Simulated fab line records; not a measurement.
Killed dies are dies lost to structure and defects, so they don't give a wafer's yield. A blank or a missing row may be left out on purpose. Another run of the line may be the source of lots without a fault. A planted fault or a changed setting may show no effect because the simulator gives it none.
Comparing a struck lot with a sound one ; flow rit-cmos ; 22 steps out of a route of 202
Sound: the wafers L788.1, L788.3, L788.4. Wafers struck: L803.4, L803.5, L803.6. The cause is given at the end.
Each step with rows lists, per side, the tool, then ch with its chambers, then its first start. Under that, the readings that differ: sound wafers ; struck wafers ; difference of the means ; sigmas: that difference in standard deviations of wafers without a fault.
alike: words and numbers the same on both sides, and readings whose means are apart by under 2 such deviations; not compared: readings that were withheld, readings missing a value for some wafer, numbers with overlapping values and no deviation given by the record, and bounds like >300 which may hide the same value.
The two part at a step that has a row with sigmas, a row that says differs or no value, or rows on one side only. Numbers that have no deviation but don't overlap get no sigmas and don't part them. A reading that every wafer of one side lacks parts them only if that side has two wafers or more.

first, 2 steps without rows for these wafers: RIT_NSD_HARDBAKE_07 (time 60 s); RIT_NSD_IMPLANT_08.
RIT_NSD_STRIP_09: strips in O2, time 180 s.
  sound on plasma-asher-01 ch 0,1, day 4 07:16; struck on plasma-asher-01 ch 0,1, day 7 08:41
  alike: drypump-motor-current-A
  not compared: rf-hours-counter-h
RIT_NSD_TW_MEAS_10:
  sound on film-metro-02 at day 4 07:26; struck on film-metro-02 at day 7 08:50
  alike: NSD_TW
then, 6 steps without rows for these wafers: RIT_PSD_HMDS_00 (prime time 60 s); RIT_PSD_COAT_01 (resist thk 1000 nm); RIT_PSD_SOFTBAKE_02 (time 60 s); RIT_PSD_EXPOSE_03 (exposes mask M10, target cd 40900 nm); RIT_PSD_PEB_04; RIT_PSD_DEVELOP_05 (develop time 50 s).
RIT_PSD_OVL_MEAS_06:
  sound on overlay-02 at day 4 08:37; struck on overlay-02 at day 7 09:52
  alike: PSD_OVL
then, 1 step without rows for these wafers: RIT_PSD_HARDBAKE_07 (time 60 s).
RIT_PSD_IMPLANT_08:
  sound on implanter-01 ch 0, day 4 08:48; struck on implanter-03 ch 0, day 7 10:06
reading;sound;struck;difference;sigmas
beam-energy-keV;26.995 26.993 26.998;27.775 27.786 27.770;+0.782;+91
model.implant.drp-nm (nm);12.05 12.05 12.05;12.29 12.29 12.29;+0.24;
RIT_PSD_STRIP_09: strips in O2, time 180 s.
  sound on plasma-asher-04 ch 0,1, day 4 08:57; struck on plasma-asher-02 ch 0,1, day 7 10:14
  alike: drypump-motor-current-A
  not compared: rf-hours-counter-h
RIT_PSD_TW_MEAS_10:
  sound on film-metro-02 at day 4 09:07; struck on film-metro-04 at day 7 10:23
  alike: PSD_TW
then, 3 steps without rows for these wafers: RIT_SDANNEAL_CLEAN_00 (cleans in SC1, time 600 s); RIT_SDANNEAL_CLEAN_01 (cleans in dHF, time 30 s); RIT_SDANNEAL_CLEAN_02 (cleans in SC2, time 600 s).
RIT_SDANNEAL_RTA_03: time 5 s.
  sound on rtp-anneal-01 ch 0, day 4 09:35; struck on rtp-anneal-02 ch 0, day 7 10:50
  alike: ramp-up-c-per-s, wafer_temp_C_max
RIT_SDANNEAL_RS_MEAS_04: measurement is done with a four-point probe.
  sound on film-metro-04 at day 4 09:38; struck on film-metro-03 at day 7 10:56
reading;sound;struck;difference;sigmas
PSD_RS (ohm/sq);116.3 116.2 116.0;114.4 114.6 114.4;-1.7;-5
RIT_SDANNEAL_RS_MEAS_05: measurement is done with a four-point probe.
  sound on film-metro-04 at day 4 09:46; struck on film-metro-03 at day 7 11:03
  alike: NSD_RS
RIT_M1_PROBE_99:
  sound on prober-02 at day 4 17:02; struck on prober-02 at day 7 18:28
  alike: killed-at-contacts, killed-at-front-end, killed-dies, killed-open, killed-short

## WHERE THEY PART
Last at RIT_SDANNEAL_RS_MEAS_04 as far as this record goes, first at RIT_PSD_IMPLANT_08. Later steps at which nothing parts them and some readings are alike: RIT_SDANNEAL_RS_MEAS_05, RIT_M1_PROBE_99.

WHY: what had been put in by the simulator
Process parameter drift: implanter-03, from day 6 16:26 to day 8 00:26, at RIT_PSD_IMPLANT_08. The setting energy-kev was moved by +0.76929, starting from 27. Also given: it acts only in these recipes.
